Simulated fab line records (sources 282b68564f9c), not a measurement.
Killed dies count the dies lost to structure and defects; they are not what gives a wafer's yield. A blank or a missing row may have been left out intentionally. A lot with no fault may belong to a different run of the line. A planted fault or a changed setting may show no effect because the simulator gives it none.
Problem report, 8D (eight disciplines) form, completed by code ; flow rit_cmos ; the parts of the form that need people (team, actions taken, sign-off) are left out

1. THE PROBLEM
Mean of prime_temp_c at RIT_PSD_HMDS_00: 137.55 C across 6 wafers in 2 lots; on wafers with no fault it is 139.99 C (standard deviation 0.15). That puts it -16 standard deviations away from the usual mean.
The step: prime time 60 s.
First observed at day 5 01:28: wafer L504.2, on litho_track-01. The record has a number at this step for 42 wafers belonging to 14 lots. Rule for "out", or "out of limits": more than 4 standard deviations from the usual mean. Any other wafer with a number is counted as sound.

2. WHAT IT IS; WHAT IT IS NOT
question;is;is not
which readings at this step;prime_temp_c;exhaust_pa
which lots;L504, L507;L496, L498, L500, L501, L502, L503, L505, L515, L516, L517, L518, L519
which wafers of those lots;all that have a number;-
read on which tools;litho_track-01;litho_track-03, litho_track-04
when;from day 5 01:28;"up to then (18 sound wafers); but 18 sound wafers of L505, L515, L516, L517, L518, L519 came after"

3. SUSPECTS, AND WHAT RULES EACH OUT
Counting: a tool at a process step up to the reading stays a suspect if it ran every lot that is out and no sound lot after the first of them.
- litho_track-01 at RIT_PSD_HMDS_00 (prime time 60 s): ruled out as a lasting fault. The sound lots L519 went through it after L504, its earliest lot that is out (day 5 01:28).
Left after counting: nothing in the record.

4. THE CAUSE (what the simulator had put in)
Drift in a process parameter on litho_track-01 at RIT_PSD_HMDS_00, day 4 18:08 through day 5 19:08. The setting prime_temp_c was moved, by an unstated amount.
Counting ruled it out, wrongly.

5. THE EFFECT CHAIN, in route order
Rows list readings where the struck wafers' mean (over those with a number) sits beyond 3 standard deviations from the usual. Readings are gone through only where the record gives a usual standard deviation; hours: the median, over the lots, of the time from a lot's start at the first step in this table giving one to that lot's start at this step; sigmas: the change measured in usual standard deviations.
hours;step;reading;usual;on struck wafers;change;sigmas
0;RIT_PSD_HMDS_00;prime_temp_c;139.99 C;137.55;-2.44;-16
Here are the process steps it includes:
- RIT_PSD_HMDS_00: prime time 60 s.

6. HOW IT WOULD HAVE BEEN CAUGHT EARLIER
7 hours passed between the start of the fault at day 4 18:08 and the first reading out of limits in this record, taken at day 5 01:28.
